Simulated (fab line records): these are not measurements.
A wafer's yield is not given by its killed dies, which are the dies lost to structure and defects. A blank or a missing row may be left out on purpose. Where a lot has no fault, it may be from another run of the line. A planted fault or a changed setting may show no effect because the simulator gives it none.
What tool caused it? | flow ritCmos | 14 lots with 42 wafers sampled at 6 steps, on a route of 202 steps

## WHAT EACH GAUGE READ, for each wafer
RIT_FOX2_THK_MEAS_90.
lot  | measured    | on           | FIELD_OXIDE_LEFT_1_THK (nm)
L843 | day 2 08:47 | filmMetro-03 | 316 324 325
L844 | day 2 12:47 | filmMetro-03 | 323 326 327
L846 | day 2 22:42 | filmMetro-01 | 326 326 328
L848 | day 3 07:41 | filmMetro-01 | 322 325 325
L849 | day 3 11:56 | filmMetro-04 | 322 325 326
L852 | day 4 03:51 | filmMetro-04 | 336 328 332
L853 | day 4 08:48 | filmMetro-04 | 318 312 324
L854 | day 4 14:11 | filmMetro-04 | 327 329 333
L855 | day 4 19:05 | filmMetro-04 | 328 329 334
L856 | day 4 23:08 | filmMetro-01 | 326 322 327
L857 | day 5 05:50 | filmMetro-04 | 321 329 327
L858 | day 5 11:10 | filmMetro-04 | 327 322 324
L861 | day 6 00:56 | filmMetro-04 | 328 326 328
L863 | day 6 11:19 | filmMetro-04 | 320 317 319

RIT_PWELL_TW_MEAS_10.
lot  | measured    | on           | PWELL_TW
L843 | day 2 12:01 | filmMetro-02 | 948 951 948
L844 | day 2 16:01 | filmMetro-04 | 944 943 942
L846 | day 3 02:00 | filmMetro-04 | 951 949 948
L848 | day 3 11:06 | filmMetro-02 | 954 955 951
L849 | day 3 15:31 | filmMetro-04 | 952 945 949
L852 | day 4 07:09 | filmMetro-04 | 953 953 948
L853 | day 4 12:02 | filmMetro-04 | 958 952 950
L854 | day 4 17:32 | filmMetro-01 | 961 961 960
L855 | day 4 22:26 | filmMetro-04 | 952 949 951
L856 | day 5 02:22 | filmMetro-04 | 953 945 946
L857 | day 5 09:04 | filmMetro-04 | 955 942 952
L858 | day 5 14:31 | filmMetro-02 | 955 955 953
L861 | day 6 04:11 | filmMetro-01 | 959 962 966
L863 | day 6 14:32 | filmMetro-04 | 954 945 951

RIT_SPACER_THK_MEAS_04.
lot  | measured    | on           | SPACER_NITRIDE_THK (nm)
L843 | day 3 12:54 | filmMetro-03 | 251.9 253.7 251.4
L844 | day 3 17:43 | filmMetro-02 | 253.4 252.7 252.4
L846 | day 4 03:26 | filmMetro-04 | 251.9 250.2 250.9
L848 | day 4 10:35 | filmMetro-03 | 249.1 252.9 251.5
L849 | day 4 15:48 | filmMetro-04 | 253.0 253.8 250.4
L852 | day 5 09:34 | filmMetro-02 | 249.4 252.0 247.7
L853 | day 5 13:06 | filmMetro-04 | 248.2 247.7 248.2
L854 | day 5 21:01 | filmMetro-02 | 249.5 248.9 248.2
L855 | day 5 23:40 | filmMetro-02 | 246.6 248.8 246.7
L856 | day 6 03:33 | filmMetro-04 | 248.3 248.0 250.3
L857 | day 6 07:14 | filmMetro-04 | 249.6 250.3 250.2
L858 | day 6 17:30 | filmMetro-03 | 250.1 250.4 251.8
L861 | day 7 04:50 | filmMetro-02 | 271.2 270.5 271.8
L863 | day 7 18:02 | filmMetro-04 | 266.6 267.8 267.5

RIT_SDANNEAL_RS_MEAS_04: the measuring method here is four-point-probe.
lot  | measured    | on           | PSD_RS (ohm/sq)
L843 | day 3 16:34 | filmMetro-03 | 116.91 116.65 117.26
L844 | day 3 21:19 | filmMetro-03 | 117.36 117.42 117.18
L846 | day 4 07:06 | filmMetro-02 | 116.86 116.86 116.91
L848 | day 4 14:20 | filmMetro-02 | 116.72 117.20 117.23
L849 | day 4 19:18 | filmMetro-03 | 116.82 116.90 116.69
L852 | day 5 13:31 | filmMetro-01 | 117.00 117.01 117.11
L853 | day 5 16:43 | filmMetro-03 | 116.87 116.76 116.94
L854 | day 6 00:30 | filmMetro-01 | 116.69 117.30 116.76
L855 | day 6 03:20 | filmMetro-02 | 117.11 117.25 117.11
L856 | day 6 07:02 | filmMetro-02 | 116.77 116.65 116.79
L857 | day 6 10:49 | filmMetro-02 | 117.51 117.12 117.51
L858 | day 6 20:59 | filmMetro-03 | 117.14 116.85 116.70
L861 | day 7 08:28 | filmMetro-02 | 117.12 117.02 117.35
L863 | day 7 21:53 | filmMetro-03 | 116.77 116.56 116.78

## EACH LOT AND THE TOOL THAT RAN IT (in order: tool; ch and the chambers of the sampled wafers; start)
lot  | RIT_SPACER_CVD_03          | RIT_SPACER_ETCHBACK_05
L843 | lpcvd-02 ch 1, day 3 10:58 | rieDiel-02 ch 0,1,3, day 3 12:57
L844 | lpcvd-01 ch 1, day 3 15:48 | rieDiel-03 ch 0,1,3, day 3 17:47
L846 | lpcvd-01 ch 0, day 4 01:31 | rieDiel-01 ch 0,1,3, day 4 03:29
L848 | lpcvd-01 ch 1, day 4 08:39 | rieDiel-01 ch 2,3, day 4 10:37
L849 | lpcvd-01 ch 0, day 4 13:52 | rieDiel-01 ch 0,2,3, day 4 15:50
L852 | lpcvd-01 ch 1, day 5 07:39 | rieDiel-01 ch 0,3, day 5 09:37
L853 | lpcvd-01 ch 1, day 5 11:11 | rieDiel-03 ch 0,2, day 5 13:10
L854 | lpcvd-01 ch 1, day 5 19:05 | rieDiel-02 ch 1,2, day 5 21:04
L855 | lpcvd-02 ch 1, day 5 21:44 | rieDiel-03 ch 1,2, day 5 23:43
L856 | lpcvd-01 ch 1, day 6 01:36 | rieDiel-03 ch 0,2,3, day 6 03:36
L857 | lpcvd-01 ch 0, day 6 05:20 | rieDiel-03 ch 0,2,3, day 6 07:18
L858 | lpcvd-02 ch 0, day 6 15:35 | rieDiel-02 ch 0,1,3, day 6 17:34
L861 | lpcvd-02 ch 0, day 7 02:53 | rieDiel-01 ch 0,1, day 7 04:52
L863 | lpcvd-02 ch 0, day 7 16:05 | rieDiel-03 ch 1,2,3, day 7 18:04
- RIT_SPACER_CVD_03: deposits Si3N4 from SiH2Cl2/NH3, target thk 250 nm, time 3300 s.
- RIT_SPACER_ETCHBACK_05: etches Si3N4 in SF6/CHF3, stops on SiO2, target depth 250 nm, time 240 s.

## WHAT THE TOOLS THEMSELVES READ (means of the sampled wafers that have a number; where no wafer has one, the mark that the record gives instead)
RIT_SPACER_CVD_03.
lot  | tool     | spikeTcLoadC (C)
L843 | lpcvd-02 | 837
L844 | lpcvd-01 | 839
L846 | lpcvd-01 | 833
L848 | lpcvd-01 | 838
L849 | lpcvd-01 | 832
L852 | lpcvd-01 | 839
L853 | lpcvd-01 | 837
L854 | lpcvd-01 | 839
L855 | lpcvd-02 | 838
L856 | lpcvd-01 | 839
L857 | lpcvd-01 | 832
L858 | lpcvd-02 | 828
L861 | lpcvd-02 | 828
L863 | lpcvd-02 | 828

RIT_SPACER_ETCHBACK_05.
lot  | tool       | drypumpMotorCurrentA (A) | oesProductAu (a.u.) | throttleValvePct (%)
L843 | rieDiel-02 | 5.9                      | 0.844               | 10.42
L844 | rieDiel-03 | 6.0                      | 0.852               | 10.23
L846 | rieDiel-01 | 5.3                      | 0.857               | 10.35
L848 | rieDiel-01 | 5.5                      | 0.835               | 10.33
L849 | rieDiel-01 | 5.8                      | 0.847               | 10.35
L852 | rieDiel-01 | 5.7                      | 0.853               | 10.46
L853 | rieDiel-03 | 6.1                      | 0.844               | 10.46
L854 | rieDiel-02 | 6.2                      | 0.843               | 10.57
L855 | rieDiel-03 | 5.7                      | 0.838               | 10.24
L856 | rieDiel-03 | 5.9                      | 0.843               | 10.38
L857 | rieDiel-03 | 5.9                      | 0.846               | 10.38
L858 | rieDiel-02 | 5.9                      | 0.840               | 10.41
L861 | rieDiel-01 | 5.2                      | 0.920               | 10.28
L863 | rieDiel-03 | 5.8                      | 0.881               | 10.19

## THE ANSWER, worked out from the rows above alone
Rule: the usual values come from the lots themselves. Put in order of their means at a reading, lots are off if they are a third of the lots or fewer, leave a main group of 4 or more, and stand apart from it by a gap of 3 or more times the standard deviation of the main group's means; of several such gaps the widest counts. The tables above print the reading to a certain number of digits; a main group whose means all agree to those digits is not used. Also off: a lot with no number at a reading for which 4 or more lots have one. Where the step has rows for the other lots, those lots are counted as sound. First the gauges in route order, then the tools' own readings, where a lot's mean is used as printed above. At the first step where some lot is off, the reading lying furthest off is the one used; lots without a number count as furthest.
Off: at RIT_SPACER_THK_MEAS_04 (SPACER_NITRIDE_THK), L861, L863. Mean 250.3 nm and standard deviation 1.7 in the main group.
If a tool, at a process step before that reading, ran all the lots that are off and no sound lot after the first of them, it fits. Not tried: the gauges at RIT_SPACER_THK_MEAS_04; whatever is off there is also off at RIT_SPACER_ETCHBACK_05, on other tools, and gauge error can't account for it. One fits: lpcvd-02 at RIT_SPACER_CVD_03. A fault onset in the window from L858 (day 6 15:35, its last sound lot) to L861 (day 7 02:53, its first lot off) fits.

## WHAT THE SIMULATOR HAD INSERTED
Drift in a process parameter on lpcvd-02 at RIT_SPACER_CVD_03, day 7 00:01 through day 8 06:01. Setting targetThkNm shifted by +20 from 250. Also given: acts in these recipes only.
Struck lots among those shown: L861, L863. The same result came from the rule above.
